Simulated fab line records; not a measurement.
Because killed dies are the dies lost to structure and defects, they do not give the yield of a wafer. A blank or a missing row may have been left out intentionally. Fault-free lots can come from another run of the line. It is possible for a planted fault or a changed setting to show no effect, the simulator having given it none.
Chamber matching ; flow berkeley_cmos170 ; 4 sister chambers for UCB170_V1_ETCH_14 on rie_diel-04
The step etches SiO2 in CHF3/CF4/Ar, stops on Al, target depth 1250 nm, time 291 s. 14 wafers are shown with their chamber, then 7 later ones without.

== WAFERS, EACH WITH ITS CHAMBER ==
wafer;chamber;throttle_valve_pct (%);oes_product_au (a.u.)
L990.2;2;6.79;0.870
L990.5;1;6.96;0.856
L990.6;0;6.86;0.875
L993.1;3;6.94;0.856
L993.2;2;6.81;0.867
L993.4;2;6.79;0.874
L997.2;0;6.88;0.856
L997.4;3;6.94;0.850
L997.6;3;6.94;0.857
L999.2;2;6.81;0.872
L999.3;3;6.95;0.860
L999.5;1;6.96;0.864
L105.3;2;6.81;0.880
L105.4;0;6.87;0.869

SIGNATURES, as means of the wafers listed above
reading;chamber 0;chamber 1;chamber 2;chamber 3;scatter within a chamber
throttle_valve_pct;6.8700;6.9600;6.8020;6.9425;0.00869
oes_product_au;0.86667;0.86000;0.87260;0.85575;0.00607
Rule: a wafer's distance from a chamber is the root of the sum, over the readings, of the square of ((its reading less the chamber's mean) divided by the reading's scatter). The wafer belongs to the nearest chamber; if the next one is less than 2 further off, it can't be placed. How the scatter is found: for the shown wafers, subtract from each reading the mean of its chamber, square and add these, divide the total by (wafers less chambers), then take the root.

== WAFERS MISSING THEIR CHAMBER ==
wafer;throttle_valve_pct (%);oes_product_au (a.u.)
L105.6;6.96;0.863
L104.3;6.89;0.867
L104.5;6.81;0.870
L104.6;6.96;0.861
L107.1;6.88;0.863
L107.2;6.92;0.851
L107.5;6.92;0.863

== THE CHAMBER EACH PASSED THROUGH ==
wafer;from the rows above;in truth
L105.6;can't be placed: 1 or 3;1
L104.3;0;0
L104.5;2;2
L104.6;1;1
L107.1;0;0
L107.2;3;3
L107.5;can't be placed: 3 or 1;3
5 of 7 placed correctly. Unplaceable from these rows: 2, with the true chamber sitting among the candidates in 2. 0 placed wrongly.
